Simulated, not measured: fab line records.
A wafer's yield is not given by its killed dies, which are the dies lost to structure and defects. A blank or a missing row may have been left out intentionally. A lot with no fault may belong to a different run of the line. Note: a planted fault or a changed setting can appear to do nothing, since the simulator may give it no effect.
8D (eight disciplines) problem report, filled in by code + flow rit-cmos + the parts of the form that need people (team, actions taken, sign-off) are left out

## 1. THE ISSUE
Wafers without a fault read 208.5 s with a standard deviation of 0.43, while run-length-s at RIT_PLDD_STRIP_09 averages 72.3 s across 3 wafers of 1 lot. So: -99 or more standard deviations from the usual mean.
The step: strips in O2, time 180 s.
First seen on wafer L279.1, day 5 01:38, on plasma-asher-02. The record has a number at this step for 39 wafers belonging to 13 lots. By rule, "out" or "out of limits" means more than 4 standard deviations away from the usual mean. All remaining wafers that have a number are taken as sound.

## 2. WHAT IT IS; WHAT IT IS NOT
| question                    | is                     | is not                                                                                       |
|-----------------------------|------------------------|----------------------------------------------------------------------------------------------|
| which readings at this step | run-length-s           | drypump-motor-current-A                                                                      |
| which lots                  | L279                   | L268, L270, L273, L274, L275, L276, L278, L280, L287, L288, L289, L291                       |
| which wafers of those lots  | all that have a number | -                                                                                            |
| read on which tools         | plasma-asher-02        | plasma-asher-03, plasma-asher-04                                                             |
| when                        | from day 5 01:38       | up to then (21 sound wafers); but 15 sound wafers of L280, L287, L288, L289, L291 came after |

## 3. WHAT RULES OUT EACH SUSPECT
Counting: a tool at a process step up to the reading stays a suspect if it ran every lot that is out and no sound lot after the first of them.
- plasma-asher-01 at RIT_PRETRO_STRIP_09 (strips in O2, time 180 s): kept. It ran the lot that is out, L279 (day 4 14:26), and no sound lot after that; its last sound lot up to then is L276 (day 3 23:34).
- plasma-asher-03 at RIT_GATE_STRIP_20 (strips in O2, time 180 s): ruled out as a lasting fault. After its first lot that is out, L279 (day 4 19:37), sound lots L280, L287 ran on it.
- plasma-asher-02 at RIT_PLDD_STRIP_09 (strips in O2, time 180 s): ruled out as a lasting fault. After its first lot that is out, L279 (day 5 01:38), sound lots L288, L289 ran on it.
Left after counting: plasma-asher-01 at RIT_PRETRO_STRIP_09.

## 4. THE CAUSE (what the simulator had put in)
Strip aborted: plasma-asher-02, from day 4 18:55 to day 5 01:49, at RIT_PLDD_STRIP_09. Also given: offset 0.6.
Counting ruled it out, wrongly.

## 5. THE EFFECT CHAIN, in route order
Rows list readings where the struck wafers' mean (over those with a number) sits beyond 3 standard deviations from the usual. Readings are gone through only where the record gives a usual standard deviation; hours: the median, over the lots, of the time from a lot's start at the first step in this table giving one to that lot's start at this step; sigmas: the change measured in usual standard deviations.
| hours | step              | reading      | usual   | on struck wafers | change | sigmas      |
|-------|-------------------|--------------|---------|------------------|--------|-------------|
| 0     | RIT_PLDD_STRIP_09 | run-length-s | 208.5 s | 72.3             | -136.2 | -99 or more |
It contains these process steps:
- RIT_PLDD_STRIP_09: strips in O2, time 180 s.

## 6. WHAT WOULD HAVE CAUGHT IT SOONER
In this record no reading fell out of limits until day 5 01:38, 7 hours after the fault had begun at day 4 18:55.
